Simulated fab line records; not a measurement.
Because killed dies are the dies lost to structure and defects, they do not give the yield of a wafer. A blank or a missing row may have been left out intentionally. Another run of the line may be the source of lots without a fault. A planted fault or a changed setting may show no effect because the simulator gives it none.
A lot that was struck, set against a sound lot / flow rit-cmos / 18 out of 202 route steps
Sound: these wafers, L145.1, L145.4, L145.5. Struck: wafers L151.3, L151.4, L151.5. Last of all comes the cause.
Order at every step that has rows: each side's tool, ch and its chambers, its first start. Under that, the readings that differ: sound wafers / struck wafers / difference of the means / sigmas: that difference in standard deviations of wafers without a fault.
alike: readings with means less than 2 such deviations apart, plus words and numbers identical on both sides. not compared: withheld readings, readings lacking a value on some wafer, bounds such as >300 that could conceal the same value, and numbers that have no deviation in the record and whose values overlap.
The two part at a step that has a row with sigmas, a row that says differs or no value, or rows on one side only. Numbers that have no deviation but don't overlap get no sigmas and don't part them. Lack of a reading on every wafer of one side parts them only where that side has two or more wafers.

first, 4 steps without rows for these wafers: RIT_NLDD_SOFTBAKE_02 (time 60 s); RIT_NLDD_EXPOSE_03 (exposes mask M7, target cd 40700 nm); RIT_NLDD_PEB_04; RIT_NLDD_DEVELOP_05 (develop time 50 s).
RIT_NLDD_OVL_MEAS_06:
  sound on overlay-02, day 3 09:44; struck on overlay-02, day 4 18:13
  alike: NLDD_OVL
then, 2 steps without rows for these wafers: RIT_NLDD_HARDBAKE_07 (time 60 s); RIT_NLDD_IMPLANT_08.
RIT_NLDD_STRIP_09: strips in O2, time 180 s.
  sound on plasma-asher-04 ch 0,1, day 3 10:04; struck on plasma-asher-02 ch 0,1, day 4 18:35
  alike: drypump-motor-current-A
  not compared: rf-hours-counter-h
RIT_NLDD_TW_MEAS_10:
  sound on film-metro-01, day 3 10:15; struck on film-metro-02, day 4 18:44
  alike: NLDD_TW
then, 3 steps without rows for these wafers: RIT_PLDD_HMDS_00 (prime time 60 s); RIT_PLDD_COAT_01 (resist thk 1000 nm); RIT_PLDD_SOFTBAKE_02 (time 60 s).
RIT_PLDD_EXPOSE_03: exposes mask M8, target cd 40900 nm.
  sound on iline-stepper-02 ch 0, day 3 10:46; struck on iline-stepper-01 ch 0, day 4 19:23
reading=model.PLDD.overlay-x-nm (nm); sound=0.6279 0.6279 0.6279; struck=5793 5793 5793; difference=+5792; sigmas=
  alike: mask
then, 2 steps without rows for these wafers: RIT_PLDD_PEB_04; RIT_PLDD_DEVELOP_05 (develop time 50 s).
RIT_PLDD_OVL_MEAS_06:
  sound on overlay-02, day 3 11:10; struck on overlay-02, day 4 19:45
reading=PLDD_OVL (nm); sound=-0.4 -0.7 -1.1; struck=- - -; difference=no value on the struck wafers; sigmas=
then, 1 step without rows for these wafers: RIT_PLDD_HARDBAKE_07 (time 60 s).
RIT_M1_PROBE_99:
  sound on prober-01, day 4 01:17; struck on prober-01, day 5 09:53
reading=killed-at-front-end; sound=8 10 5; struck=264 264 264; difference=+256; sigmas=+83
reading=killed-dies; sound=8 10 5; struck=264 264 264; difference=+256; sigmas=+83
reading=killed-on-rim; sound=2 2 0; struck=70 70 70; difference=+69; sigmas=+53
reading=model.etest.pldd.width-nm (nm); sound=3170 3166 3158; struck=2178 2178 2184; difference=-985; sigmas=
reading=model.etest.pldd.line-ohm-um; sound=151.2 146 150.8; struck=200 200.2 201.4; difference=+51; sigmas=
  alike: killed-at-contacts, killed-open, killed-short
  not compared: model.etest.nmos_0p15.r-on-ohm-um, model.etest.nmos_0p3.r-on-ohm-um, model.etest.nmos_0p15.drive-ua-um, model.etest.nmos-narrow.drive-ua-um, model.etest.nmos_0p3.drive-ua-um, model.etest.nmos_0p15.swing-mv-dec

## WHERE THEY PART
At RIT_PLDD_OVL_MEAS_06 first; at RIT_M1_PROBE_99 last (within this record only).

WHY: the cause the simulator had injected
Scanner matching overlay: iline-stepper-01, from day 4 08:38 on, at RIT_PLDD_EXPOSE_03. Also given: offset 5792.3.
